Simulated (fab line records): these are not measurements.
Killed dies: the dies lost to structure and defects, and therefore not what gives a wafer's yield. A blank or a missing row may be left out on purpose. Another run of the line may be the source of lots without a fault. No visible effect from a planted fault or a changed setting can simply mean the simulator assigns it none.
Code-filled problem report in 8D (eight disciplines) form    flow rit cmos    the parts of the form that need people (team, actions taken, sign-off) are left out

## 1. WHAT WENT WRONG
GATE_POLY_THK at RIT_GATE_THK_MEAS_09 reads a mean of 110.0 nm on 3 wafers of 1 lot; wafers without a fault read 248.8 nm with a standard deviation of 2.8. Measured from the usual mean, that is -50 standard deviations.
Earliest sighting: wafer L720.2 on film metro-02 at day 5 08:50. Wafers with a number at this step in the record: 39, from 13 lots. The rule behind "out" and "out of limits": a value lying over 4 standard deviations away from the usual mean. Any other wafer with a number is counted as sound.

## 2. WHAT IT IS AND WHAT IT IS NOT
question                     is                      is not
which readings at this step  GATE_POLY_THK           -
which lots                   L720                    L707, L708, L710, L711, L712, L713, L714, L715, L716, L717, L718, L723
which wafers of those lots   all that have a number  -
read on which gauges         film metro-02           film metro-03, film metro-04
when                         from day 5 08:50        up to then (33 sound wafers); but 3 sound wafers of L723 came after

## 3. THE SUSPECTS, EACH WITH WHAT RULES IT OUT
Counting: any tool at a process step up to the reading is kept as a suspect provided that every lot that is out went through it and no sound lot did after the first of them.
- the gauge at RIT_GATE_THK_MEAS_09: kept. All the wafers that are out were read on film metro-02, and no step on other tools shows them out.
- lpcvd-01 at RIT_GATE_CVD_08 (deposits poly-Si from SiH4, target thk 250 nm, time 2220 s): kept. It ran the lot that is out, L720 (day 5 07:12), and no sound lot after that; its last sound lot up to then is L718 (day 4 20:34).
After counting, lpcvd-01 at RIT_GATE_CVD_08 and film metro-02 at RIT_GATE_THK_MEAS_09 remain.

## 4. THE CAUSE (what the simulator had put in)
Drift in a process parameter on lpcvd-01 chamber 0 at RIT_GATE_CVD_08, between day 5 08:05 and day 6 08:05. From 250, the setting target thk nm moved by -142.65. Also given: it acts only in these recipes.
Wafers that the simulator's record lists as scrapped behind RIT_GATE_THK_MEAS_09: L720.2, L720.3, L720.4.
After counting, 2 suspects remain, this tool included.

## 5. THE EFFECT CHAIN, in route order
Rows list readings where the struck wafers' mean (over those with a number) sits beyond 3 standard deviations from the usual. Scope: only readings with a usual standard deviation given in the record; hours: median across lots of the time from each lot's start at the first step in this table that gives one to its start at this step; sigmas: change in usual standard deviations.
hours  step                  reading        usual     on struck wafers  change  sigmas
0      RIT_GATE_THK_MEAS_09  GATE_POLY_THK  248.8 nm  110.0             -138.8  -50

## 6. WHAT WOULD HAVE CAUGHT IT SOONER
In this record the first reading out of limits at a measuring or inspecting step was taken at day 5 08:50, 1 hour after the fault began at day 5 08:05.
Lots out: 1; all had begun RIT_GATE_CVD_08 on lpcvd-01 by day 5 08:50. Tool hold at that time: it would have spared none of them.
